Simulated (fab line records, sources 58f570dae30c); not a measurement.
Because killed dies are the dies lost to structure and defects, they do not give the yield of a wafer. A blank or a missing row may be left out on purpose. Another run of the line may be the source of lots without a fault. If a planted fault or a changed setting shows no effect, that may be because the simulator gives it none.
Code-filled problem report in 8D (eight disciplines) form || flow berkeleyCmos170 || the parts of the form that need people (team, actions taken, sign-off) are left out

== 1. PROBLEM STATEMENT ==
Wafers without a fault read 15.27 s, standard deviation 0.12; stripTimeToEndpointS at UCB170_V1_STRIP_15 reads a mean of 16.21 s on 2 wafers belonging to 2 lots. Relative to the usual mean, that is a shift of +7.8 standard deviations.
The step: strips in O2.
The first sign was on wafer L577.2 at day 11 05:17, on plasmaAsher-02. At this step, 42 wafers from 14 lots have a number in the record. Rule for "out", or "out of limits": more than 4 standard deviations from the usual mean. Any other wafer with a number is counted as sound.

== 2. WHAT IT IS AND WHAT IT IS NOT ==
{"question": "which readings at this step", "is": "stripTimeToEndpointS", "is not": "drypumpMotorCurrentA, o2FlowSccm, oesProductAu"}
{"question": "which lots", "is": "L577, L579", "is not": "L564, L565, L566, L567, L568, L569, L573, L574, L575, L580, L581, L585"}
{"question": "which wafers of those lots", "is": "L577.2, L579.1", "is not": "L577.3, L577.4, L579.2, L579.3"}
{"question": "read on which tools", "is": "plasmaAsher-02", "is not": "plasmaAsher-03, plasmaAsher-04"}
{"question": "when", "is": "from day 11 05:17", "is not": "up to then (26 sound wafers); but 14 sound wafers of L575, L579, L580, L581, L585 came after"}

== 3. WHAT RULES OUT EACH SUSPECT ==
Counting: any tool at a process step up to the reading remains a suspect provided it ran every lot that is out. Sound lots after the first of them don't rule it out here, since some wafers of a struck lot are sound.
- rieDiel-02 at UCB170_V1_ETCH_14 (etches SiO2 in CHF3/CF4/Ar, stops on Al, target depth 1250 nm, time 291 s): kept. It ran every lot that is out, first L577 (day 11 05:07); its last sound lot up to then is L568 (day 9 07:22).
- plasmaAsher-02 at UCB170_V1_STRIP_15 (strips in O2): kept. It ran every lot that is out, first L577 (day 11 05:17); its last sound lot up to then is L567 (day 9 14:30). Out on those wafers are its own readings of stripTimeToEndpointS.
- Within rieDiel-02 at UCB170_V1_ETCH_14: the wafers that are out ran in chamber 0; their sound lot-mates ran in chambers 1, 2, 3.
Left after counting: rieDiel-02 at UCB170_V1_ETCH_14, plasmaAsher-02 at UCB170_V1_STRIP_15.

== 4. THE CAUSE (what the simulator had put in) ==
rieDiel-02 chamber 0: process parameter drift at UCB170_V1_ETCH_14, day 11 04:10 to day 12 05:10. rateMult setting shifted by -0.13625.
Counting left 2 suspects, and this tool is among them.

== 5. THE CHAIN OF EFFECTS, in route order ==
Each row: a reading whose mean over the struck wafers that have a number lies more than 3 standard deviations from the usual. Scope: only readings with a usual standard deviation given in the record; hours: median across lots of the time from each lot's start at the first step in this table that gives one to its start at this step; sigmas: change in usual standard deviations.
{"hours": 0, "step": "UCB170_V1_STRIP_15", "reading": "stripTimeToEndpointS", "usual": "15.27 s", "on struck wafers": 16.21, "change": "+0.94", "sigmas": "+7.8"}
Here are the process steps it includes:
- UCB170_V1_STRIP_15: strips in O2.

== 6. HOW IT WOULD HAVE BEEN CAUGHT EARLIER ==
In this record the first reading out of limits was taken at day 11 05:17, 1 hour after the fault began at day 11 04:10.
An alarm limit of 4 standard deviations would not have fired on the tool readings at UCB170_V1_ETCH_14 for which the record gives a usual standard deviation, since none of them was out on any struck wafer.
Among the 2 lots that are out, L579 began UCB170_V1_ETCH_14 on rieDiel-02 after day 11 05:17. Had the tool been put on hold then, it would have been spared.
